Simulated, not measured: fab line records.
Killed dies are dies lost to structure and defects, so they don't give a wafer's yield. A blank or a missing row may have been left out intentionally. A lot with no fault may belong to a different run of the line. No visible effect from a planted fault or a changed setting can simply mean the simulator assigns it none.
Which tool did it? | flow berkeley-cmos170 | 72 wafers from 24 lots sampled at 5 of the route's 331 steps

WHAT EACH GAUGE READ, for each wafer
UCB170_M3_CD_MEAS_15: the cd target is 700 nm.
lot  | measured     | on        | cd-nm (nm)
L074 | day 8 23:00  | cd-sem-02 | 697.6 697.0 697.3
L075 | day 9 14:04  | cd-sem-02 | 698.1 698.5 698.6
L076 | day 9 15:19  | cd-sem-01 | 701.6 702.5 700.5
L079 | day 10 08:00 | cd-sem-02 | 701.0 700.7 701.3
L080 | day 10 12:22 | cd-sem-02 | 700.4 700.2 701.5
L082 | day 10 12:47 | cd-sem-02 | 699.5 700.3 701.6
L078 | day 10 12:54 | cd-sem-02 | 698.9 698.6 698.2
L081 | day 10 14:13 | cd-sem-01 | 700.3 700.0 702.5
L077 | day 10 14:43 | cd-sem-01 | 697.7 698.9 700.6
L083 | day 10 15:55 | cd-sem-02 | 703.7 701.8 702.0
L084 | day 10 17:11 | cd-sem-01 | 700.6 699.9 699.9
L085 | day 11 09:00 | cd-sem-01 | 699.6 699.8 700.7
L086 | day 11 09:14 | cd-sem-02 | 699.9 701.4 700.6
L088 | day 12 00:14 | cd-sem-01 | 701.5 701.9 701.1
L087 | day 12 01:17 | cd-sem-01 | 698.5 698.2 698.4
L089 | day 12 01:45 | cd-sem-01 | 699.4 700.7 699.2
L090 | day 12 07:41 | cd-sem-01 | 699.8 699.8 699.2
L091 | day 12 16:47 | cd-sem-01 | 699.2 699.1 699.8
L092 | day 12 17:04 | cd-sem-02 | 700.5 700.4 700.0
L093 | day 12 17:21 | cd-sem-02 | 701.9 701.9 701.6
L095 | day 12 23:45 | cd-sem-02 | 699.9 699.5 700.4
L094 | day 13 02:55 | cd-sem-02 | 701.8 699.7 699.5
L097 | day 13 11:55 | cd-sem-01 | 697.5 698.7 698.1
L096 | day 13 15:46 | cd-sem-01 | 698.9 698.5 697.5

UCB170_M3_OVL_MEAS_16.
lot  | measured     | on         | M3_OVL (nm)
L074 | day 8 23:05  | overlay-02 | 5 -1 7
L075 | day 9 14:10  | overlay-02 | -2 1 -3
L076 | day 9 15:24  | overlay-02 | -2 -3 3
L079 | day 10 08:07 | overlay-02 | -2 6 8
L080 | day 10 12:29 | overlay-01 | 5 2 1
L082 | day 10 12:53 | overlay-01 | -5 -6 -1
L078 | day 10 13:00 | overlay-02 | 2 -4 -4
L081 | day 10 14:19 | overlay-02 | 0 6 5
L077 | day 10 14:50 | overlay-01 | -5 -9 -4
L083 | day 10 16:02 | overlay-02 | 7 3 -5
L084 | day 10 17:19 | overlay-02 | -2 -4 5
L085 | day 11 09:06 | overlay-02 | 2 -3 3
L086 | day 11 09:22 | overlay-01 | 6 5 2
L088 | day 12 00:22 | overlay-02 | -10 -6 -2
L087 | day 12 01:25 | overlay-01 | 3 0 -6
L089 | day 12 01:50 | overlay-02 | -1 5 -2
L090 | day 12 07:48 | overlay-01 | -2 -7 -5
L091 | day 12 16:55 | overlay-02 | 14 15 12
L092 | day 12 17:10 | overlay-01 | 4 1 -8
L093 | day 12 17:28 | overlay-01 | 9 16 13
L095 | day 12 23:52 | overlay-01 | 1 -4 -3
L094 | day 13 03:02 | overlay-02 | 4 0 -1
L097 | day 13 12:02 | overlay-02 | 1 -12 -7
L096 | day 13 15:52 | overlay-01 | -3 -5 -2

TOOL THAT RAN EACH LOT (tool first, then ch and the chambers of the sampled wafers, then the start)
lot  | UCB170_M2_METAL_ETCH_18           | UCB170_V2_STRIP_15                   | UCB170_M3_SPUTTER_01
L074 | rie-metal-04 ch 0,1, day 8 16:21  | plasma-asher-01 ch 0,1, day 8 18:56  | pvd-sputter-03, day 8 19:11
L075 | rie-metal-04 ch 0, day 9 07:26    | plasma-asher-04 ch 0,1, day 9 10:13  | pvd-sputter-04, day 9 10:28
L076 | rie-metal-01 ch 0,1, day 9 08:35  | plasma-asher-02 ch 0,1, day 9 12:26  | pvd-sputter-03, day 9 12:41
L079 | rie-metal-02 ch 1, day 10 02:02   | plasma-asher-02 ch 0,1, day 10 04:37 | pvd-sputter-04, day 10 04:54
L080 | rie-metal-01 ch 1, day 10 06:29   | plasma-asher-02 ch 0,1, day 10 09:29 | pvd-sputter-04, day 10 09:47
L082 | rie-metal-02 ch 1, day 10 06:50   | plasma-asher-04 ch 0,1, day 10 09:46 | pvd-sputter-03, day 10 10:01
L078 | rie-metal-04 ch 0,1, day 10 06:59 | plasma-asher-02 ch 0,1, day 10 10:01 | pvd-sputter-02, day 10 10:18
L081 | rie-metal-01 ch 1, day 10 07:58   | plasma-asher-01 ch 0,1, day 10 10:44 | pvd-sputter-04, day 10 11:01
L077 | rie-metal-02 ch 1, day 10 08:16   | plasma-asher-04 ch 0, day 10 11:28   | pvd-sputter-03, day 10 11:45
L083 | rie-metal-04 ch 0,1, day 10 10:13 | plasma-asher-01 ch 0,1, day 10 13:01 | pvd-sputter-02, day 10 13:18
L084 | rie-metal-01 ch 1, day 10 11:23   | plasma-asher-01 ch 0,1, day 10 14:48 | pvd-sputter-04, day 10 15:05
L085 | rie-metal-02 ch 1, day 11 02:22   | plasma-asher-01 ch 1, day 11 06:20   | pvd-sputter-03, day 11 06:38
L086 | rie-metal-01 ch 0,1, day 11 02:27 | plasma-asher-04 ch 0,1, day 11 06:34 | pvd-sputter-03, day 11 06:52
L088 | rie-metal-01 ch 0,1, day 11 17:13 | plasma-asher-04 ch 0,1, day 11 20:02 | pvd-sputter-03, day 11 20:19
L087 | rie-metal-02 ch 0,1, day 11 17:41 | plasma-asher-02 ch 0,1, day 11 20:19 | pvd-sputter-04, day 11 20:37
L089 | rie-metal-04 ch 0,1, day 11 18:10 | plasma-asher-01 ch 0,1, day 11 20:50 | pvd-sputter-02, day 11 21:05
L090 | rie-metal-04 ch 0,1, day 12 01:52 | plasma-asher-02 ch 0,1, day 12 05:16 | pvd-sputter-03, day 12 05:32
L091 | rie-metal-01 ch 0,1, day 12 10:18 | plasma-asher-04 ch 0,1, day 12 13:22 | pvd-sputter-02, day 12 13:38
L092 | rie-metal-04 ch 0,1, day 12 10:36 | plasma-asher-02 ch 0,1, day 12 14:02 | pvd-sputter-03, day 12 14:17
L093 | rie-metal-02 ch 0,1, day 12 10:47 | plasma-asher-04 ch 1, day 12 14:10   | pvd-sputter-04, day 12 14:27
L095 | rie-metal-01 ch 0,1, day 12 18:57 | plasma-asher-04 ch 0,1, day 12 21:25 | pvd-sputter-03, day 12 21:43
L094 | rie-metal-04 ch 0,1, day 12 21:29 | plasma-asher-01 ch 0,1, day 12 23:57 | pvd-sputter-02, day 13 00:14
L097 | rie-metal-01 ch 0,1, day 13 06:06 | plasma-asher-02 ch 0,1, day 13 09:07 | pvd-sputter-04, day 13 09:25
L096 | rie-metal-01 ch 0,1, day 13 10:05 | plasma-asher-04 ch 0,1, day 13 13:12 | pvd-sputter-03, day 13 13:29
- UCB170_M2_METAL_ETCH_18: etches Al in Cl2/BCl3, stops on SiO2, target depth 1170 nm, time 195 s.
- UCB170_V2_STRIP_15: strips in O2.
- UCB170_M3_SPUTTER_01: material Al, target thk 900 nm, time 120 s.

WHAT THE TOOLS THEMSELVES READ (means of the sampled wafers that have a number; where no wafer has one, the mark that the record gives instead)
UCB170_M2_METAL_ETCH_18.
lot  | tool         | drypump-motor-current-A (A) | mfc-cl2-sccm (sccm) | oes-product-au (a.u.) | rf-fwd-power-W (W) | throttle-valve-pct (%)
L074 | rie-metal-04 | 5.7                         | 89.74               | 0.874                 | 598.6              | 24.57
L075 | rie-metal-04 | 6.1                         | 90.21               | 0.882                 | 600.9              | 24.63
L076 | rie-metal-01 | 6.1                         | 89.94               | 0.848                 | 598.0              | 24.08
L079 | rie-metal-02 | 6.0                         | 90.07               | 0.861                 | 595.2              | 24.44
L080 | rie-metal-01 | 5.7                         | 89.99               | 0.857                 | 599.9              | 24.56
L082 | rie-metal-02 | 6.0                         | 90.40               | 0.862                 | 597.7              | 24.43
L078 | rie-metal-04 | 5.9                         | 89.76               | 0.884                 | 597.2              | 24.63
L081 | rie-metal-01 | 5.7                         | 89.95               | 0.862                 | 598.4              | 24.56
L077 | rie-metal-02 | 6.0                         | 89.73               | 0.858                 | 598.0              | 24.44
L083 | rie-metal-04 | 5.7                         | 89.89               | 0.874                 | 599.0              | 24.63
L084 | rie-metal-01 | 5.7                         | 89.95               | 0.858                 | 599.5              | 24.58
L085 | rie-metal-02 | 6.0                         | 90.11               | 0.861                 | 597.2              | 24.44
L086 | rie-metal-01 | 5.9                         | 89.75               | 0.851                 | 597.0              | 24.35
L088 | rie-metal-01 | 5.9                         | 90.05               | 0.849                 | 596.9              | 24.35
L087 | rie-metal-02 | 6.4                         | 90.07               | 0.855                 | 596.8              | 24.50
L089 | rie-metal-04 | 5.9                         | 89.61               | 0.872                 | 598.8              | 24.64
L090 | rie-metal-04 | 5.7                         | 90.04               | 0.884                 | 598.1              | 24.63
L091 | rie-metal-01 | 5.9                         | 89.84               | 0.845                 | 599.3              | 24.35
L092 | rie-metal-04 | 5.9                         | 89.98               | 0.874                 | 599.0              | 24.64
L093 | rie-metal-02 | 6.2                         | 89.90               | 0.855                 | 596.3              | 24.47
L095 | rie-metal-01 | 5.9                         | 89.94               | 0.846                 | 598.6              | 24.34
L094 | rie-metal-04 | 5.7                         | 90.01               | 0.872                 | 600.1              | 24.63
L097 | rie-metal-01 | 5.9                         | 89.97               | 0.850                 | 601.3              | 24.35
L096 | rie-metal-01 | 6.1                         | 89.84               | 0.844                 | 598.2              | 24.13

UCB170_V2_STRIP_15.
lot  | tool            | drypump-motor-current-A (A) | oes-product-au (a.u.) | strip-time-to-endpoint-s (s)
L074 | plasma-asher-01 | 6.1                         | 0.726                 | 15.45
L075 | plasma-asher-04 | 6.4                         | 0.722                 | 15.28
L076 | plasma-asher-02 | 6.2                         | 0.721                 | 15.37
L079 | plasma-asher-02 | 6.1                         | 0.726                 | 15.36
L080 | plasma-asher-02 | 6.2                         | 0.719                 | 15.43
L082 | plasma-asher-04 | 6.4                         | 0.721                 | 15.35
L078 | plasma-asher-02 | 6.2                         | 0.723                 | 15.39
L081 | plasma-asher-01 | 5.7                         | 0.724                 | 15.32
L077 | plasma-asher-04 | 6.6                         | 0.722                 | 15.38
L083 | plasma-asher-01 | 5.7                         | 0.722                 | 15.29
L084 | plasma-asher-01 | 5.7                         | 0.720                 | 15.32
L085 | plasma-asher-01 | 5.4                         | 0.719                 | 15.33
L086 | plasma-asher-04 | 6.4                         | 0.721                 | 15.35
L088 | plasma-asher-04 | 6.4                         | 0.721                 | 15.35
L087 | plasma-asher-02 | 6.1                         | 0.718                 | 15.41
L089 | plasma-asher-01 | 5.7                         | 0.719                 | 15.30
L090 | plasma-asher-02 | 6.1                         | 0.722                 | 15.30
L091 | plasma-asher-04 | 6.4                         | 0.719                 | 15.21
L092 | plasma-asher-02 | 6.1                         | 0.723                 | 15.35
L093 | plasma-asher-04 | 6.1                         | 0.722                 | 15.39
L095 | plasma-asher-04 | 6.3                         | 0.723                 | 15.38
L094 | plasma-asher-01 | 6.1                         | 0.722                 | 15.41
L097 | plasma-asher-02 | 6.2                         | 0.726                 | 15.40
L096 | plasma-asher-04 | 6.3                         | 0.721                 | 15.43

UCB170_M3_SPUTTER_01.
lot  | tool           | cathode-dc-power-W (W) | throttle-valve-pct (%)
L074 | pvd-sputter-03 | 5999.2                 | 29.7
L075 | pvd-sputter-04 | 6000.6                 | 30.2
L076 | pvd-sputter-03 | 6000.3                 | 29.8
L079 | pvd-sputter-04 | 6000.1                 | 30.1
L080 | pvd-sputter-04 | 6000.4                 | 29.9
L082 | pvd-sputter-03 | 6000.3                 | 29.5
L078 | pvd-sputter-02 | 5999.8                 | 30.7
L081 | pvd-sputter-04 | 6000.8                 | 30.0
L077 | pvd-sputter-03 | 6000.5                 | 29.5
L083 | pvd-sputter-02 | 6000.4                 | 30.8
L084 | pvd-sputter-04 | 5999.8                 | 30.0
L085 | pvd-sputter-03 | 6000.6                 | 29.6
L086 | pvd-sputter-03 | 5999.1                 | 29.5
L088 | pvd-sputter-03 | 5999.8                 | 29.5
L087 | pvd-sputter-04 | 6000.7                 | 30.1
L089 | pvd-sputter-02 | 6000.7                 | 30.7
L090 | pvd-sputter-03 | 6000.3                 | 29.4
L091 | pvd-sputter-02 | 5998.9                 | 30.5
L092 | pvd-sputter-03 | 6000.4                 | 30.5
L093 | pvd-sputter-04 | 5999.8                 | 29.9
L095 | pvd-sputter-03 | 6000.2                 | 30.1
L094 | pvd-sputter-02 | 6000.3                 | 30.7
L097 | pvd-sputter-04 | 5999.7                 | 29.9
L096 | pvd-sputter-03 | 5999.5                 | 30.0

THE ANSWER, worked out from the rows above alone
Rule: the lots themselves supply what counts as usual. Put in order of their means at a reading, lots are off if they are a third of the lots or fewer, leave a main group of 4 or more, and stand apart from it by a gap of 3 or more times the standard deviation of the main group's means; of several such gaps the widest counts. Not used: any main group whose means are identical at the precision the tables above print for the reading. Also off: a lot with no number at a reading for which 4 or more lots have one. The other lots that the step has rows for count as sound. After the gauges, taken in route order, come the tools' own readings; for these a lot's mean is taken, as printed above. At the first step where some lot is off, the reading lying furthest off is the one used; lots without a number count as furthest.
Across all readings shown, no lot is off: no conclusion can be drawn from this.

WHAT THE SIMULATOR PUT IN
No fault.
